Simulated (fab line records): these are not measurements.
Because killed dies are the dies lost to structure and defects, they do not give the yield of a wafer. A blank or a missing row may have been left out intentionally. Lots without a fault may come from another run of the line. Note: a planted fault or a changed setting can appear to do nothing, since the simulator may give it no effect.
Matching of chambers ; flow berkeley_cmos170 ; UCB170_V2_CMP_02 on cmp-01 has 4 sister chambers
The step polishes SiO2. 4 wafers are shown with their chamber, then 9 later ones without.

EACH WAFER AND ITS CHAMBER
wafer;chamber;motor_current_A (A)
L105.1;1;16.8
L107.2;0;16.2
L107.5;2;20.5
L107.6;3;16.6

WAFERS WHOSE CHAMBER IS MISSING
wafer;motor_current_A (A)
L109.3;16.9
L109.4;16.3
L109.5;16.4
L110.1;20.4
L110.2;16.6
L110.6;17.0
L111.1;21.6
L111.4;16.2
L111.5;16.1

CHAMBER TAKEN BY EACH
wafer;from the rows above;in truth
L109.3;can't be placed: 1 or 3 or 0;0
L109.4;can't be placed: 0 or 3 or 1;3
L109.5;can't be placed: 0 or 3 or 1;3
L110.1;2;2
L110.2;can't be placed: 3 or 1 or 0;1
L110.6;can't be placed: 1 or 3 or 0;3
L111.1;2;2
L111.4;can't be placed: 0 or 3 or 1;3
L111.5;can't be placed: 0 or 3 or 1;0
2 of 9 placed correctly. From these rows, 7 cannot be placed; in 7 the true chamber is one of the candidates. 0 placed wrongly.
How it was worked out, from the rows above alone: a wafer's distance from a chamber is the root of the sum, over the readings, of the square of ((its reading less the chamber's mean) divided by the reading's scatter). The wafer belongs to the nearest chamber; if the next one is less than 2 further off, it can't be placed. For every chamber, the mean is computed from those of its wafers that are shown. The scatter: with one shown wafer a chamber, the root of the mean of the squares of how far each hidden wafer lies from its nearest shown one.
